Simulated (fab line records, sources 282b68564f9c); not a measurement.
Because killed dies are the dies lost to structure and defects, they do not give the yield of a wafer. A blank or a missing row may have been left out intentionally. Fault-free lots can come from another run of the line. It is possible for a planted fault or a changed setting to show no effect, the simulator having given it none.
What tool caused it? / flow rit cmos / 13 lots with 39 wafers sampled at 4 steps, on a route of 202 steps

== WHAT EACH GAUGE READ, for each wafer ==
RIT_NRETRO_TW_MEAS_10.
lot=L629; measured=day 2 08:02; on=film metro-02; NRETRO_TW=1050 1050 1049
lot=L630; measured=day 2 11:52; on=film metro-01; NRETRO_TW=1054 1049 1052
lot=L631; measured=day 3 00:43; on=film metro-01; NRETRO_TW=1049 1051 1055
lot=L633; measured=day 3 06:23; on=film metro-02; NRETRO_TW=1041 1048 1048
lot=L634; measured=day 3 12:38; on=film metro-02; NRETRO_TW=1050 1051 1045
lot=L635; measured=day 3 12:55; on=film metro-04; NRETRO_TW=1059 1058 1056
lot=L639; measured=day 4 08:03; on=film metro-04; NRETRO_TW=1069 1055 1059
lot=L640; measured=day 4 18:51; on=film metro-01; NRETRO_TW=1050 1051 1048
lot=L648; measured=day 6 05:59; on=film metro-04; NRETRO_TW=1065 1055 1055
lot=L649; measured=day 6 11:48; on=film metro-01; NRETRO_TW=1039 1044 1050
lot=L650; measured=day 6 16:48; on=film metro-01; NRETRO_TW=1042 1046 1046
lot=L651; measured=day 7 01:20; on=film metro-04; NRETRO_TW=1061 1056 1060
lot=L652; measured=day 7 02:46; on=film metro-02; NRETRO_TW=1052 1051 1048

RIT_GATE_THK_MEAS_09.
lot=L629; measured=day 2 17:32; on=film metro-01; GATE_POLY_THK (nm)=254.0 254.3 253.2
lot=L630; measured=day 2 19:59; on=film metro-01; GATE_POLY_THK (nm)=253.5 253.6 253.5
lot=L631; measured=day 3 07:10; on=film metro-03; GATE_POLY_THK (nm)=250.3 251.6 250.3
lot=L633; measured=day 3 12:23; on=film metro-03; GATE_POLY_THK (nm)=252.0 253.2 249.7
lot=L634; measured=day 3 20:05; on=film metro-01; GATE_POLY_THK (nm)=250.9 250.4 252.4
lot=L635; measured=day 3 20:05; on=film metro-02; GATE_POLY_THK (nm)=249.6 248.7 247.1
lot=L639; measured=day 4 13:37; on=film metro-01; GATE_POLY_THK (nm)=251.9 250.4 252.5
lot=L640; measured=day 5 00:23; on=film metro-02; GATE_POLY_THK (nm)=244.2 244.9 244.1
lot=L648; measured=day 6 11:26; on=film metro-02; GATE_POLY_THK (nm)=247.5 248.6 247.3
lot=L649; measured=day 6 17:02; on=film metro-03; GATE_POLY_THK (nm)=250.5 251.7 252.2
lot=L650; measured=day 6 22:03; on=film metro-03; GATE_POLY_THK (nm)=252.0 252.2 251.8
lot=L651; measured=day 7 06:29; on=film metro-03; GATE_POLY_THK (nm)=249.9 250.1 250.1
lot=L652; measured=day 7 07:53; on=film metro-03; GATE_POLY_THK (nm)=250.3 249.0 250.4

RIT_GATE_OVL_MEAS_17.
lot=L629; measured=day 2 18:46; on=overlay-01; GATE_OVL (nm)=-0.1 -2.0 -1.7
lot=L630; measured=day 2 21:08; on=overlay-02; GATE_OVL (nm)=2.1 1.8 2.1
lot=L631; measured=day 3 08:19; on=overlay-01; GATE_OVL (nm)=-0.3 -1.9 -0.3
lot=L633; measured=day 3 13:30; on=overlay-01; GATE_OVL (nm)=1.2 1.4 0.0
lot=L634; measured=day 3 21:32; on=overlay-01; GATE_OVL (nm)=-1.3 0.8 -0.7
lot=L635; measured=day 3 21:14; on=overlay-02; GATE_OVL (nm)=-0.4 -0.1 0.6
lot=L639; measured=day 4 14:46; on=overlay-02; GATE_OVL (nm)=1.7 2.3 0.1
lot=L640; measured=day 5 01:25; on=overlay-02; GATE_OVL (nm)=0.4 0.3 -0.1
lot=L648; measured=day 6 12:28; on=overlay-02; GATE_OVL (nm)=3.0 2.9 2.8
lot=L649; measured=day 6 18:04; on=overlay-01; GATE_OVL (nm)=0.4 0.9 0.0
lot=L650; measured=day 6 23:15; on=overlay-02; GATE_OVL (nm)=-0.8 -0.2 -0.8
lot=L651; measured=day 7 07:31; on=overlay-01; GATE_OVL (nm)=-0.4 2.0 1.5
lot=L652; measured=day 7 09:04; on=overlay-02; GATE_OVL (nm)=-0.5 -1.1 -1.3

== TOOL THAT RAN EACH LOT (tool first, then ch and the chambers of the sampled wafers, then the start) ==
lot=L629; RIT_PWELL_EXPOSE_03=iline stepper-01 ch 0, day 1 23:14
lot=L630; RIT_PWELL_EXPOSE_03=iline stepper-02 ch 0, day 2 03:12
lot=L631; RIT_PWELL_EXPOSE_03=iline stepper-02 ch 0, day 2 15:50
lot=L633; RIT_PWELL_EXPOSE_03=iline stepper-01 ch 0, day 2 21:01
lot=L634; RIT_PWELL_EXPOSE_03=iline stepper-02 ch 0, day 3 04:39
lot=L635; RIT_PWELL_EXPOSE_03=iline stepper-01 ch 0, day 3 04:55
lot=L639; RIT_PWELL_EXPOSE_03=iline stepper-01 ch 0, day 3 23:34
lot=L640; RIT_PWELL_EXPOSE_03=iline stepper-01 ch 0, day 4 09:31
lot=L648; RIT_PWELL_EXPOSE_03=iline stepper-02 ch 0, day 5 21:22
lot=L649; RIT_PWELL_EXPOSE_03=iline stepper-01 ch 0, day 6 03:53
lot=L650; RIT_PWELL_EXPOSE_03=iline stepper-01 ch 0, day 6 08:46
lot=L651; RIT_PWELL_EXPOSE_03=iline stepper-02 ch 0, day 6 13:05
lot=L652; RIT_PWELL_EXPOSE_03=iline stepper-01 ch 0, day 6 18:48
- RIT_PWELL_EXPOSE_03: exposes mask M3, target cd 43700 nm.

== WHAT THE TOOLS THEMSELVES READ (means of the sampled wafers that have a number; where no wafer has one, the mark that the record gives instead) ==
The record holds no such reading with a usual standard deviation.

== THE ANSWER, worked out from the rows above alone ==
Rule: usual is defined by the lots themselves. Put in order of their means at a reading, lots are off if they are a third of the lots or fewer, leave a main group of 4 or more, and stand apart from it by a gap of 3 or more times the standard deviation of the main group's means; of several such gaps the widest counts. A main group whose means are all the same, to the digits that the tables above print for the reading, isn't used. Also off: a lot with no number at a reading for which 4 or more lots have one. Where the step has rows for the other lots, those lots are counted as sound. Order of review: gauges by route order, followed by the tools' own readings, for which a lot's mean as printed above is used. At the first step where some lot is off, the reading lying furthest off is the one used; lots without a number count as furthest.
No lot is off at any reading shown: from this, nothing can be told.

== WHAT THE SIMULATOR HAD INSERTED ==
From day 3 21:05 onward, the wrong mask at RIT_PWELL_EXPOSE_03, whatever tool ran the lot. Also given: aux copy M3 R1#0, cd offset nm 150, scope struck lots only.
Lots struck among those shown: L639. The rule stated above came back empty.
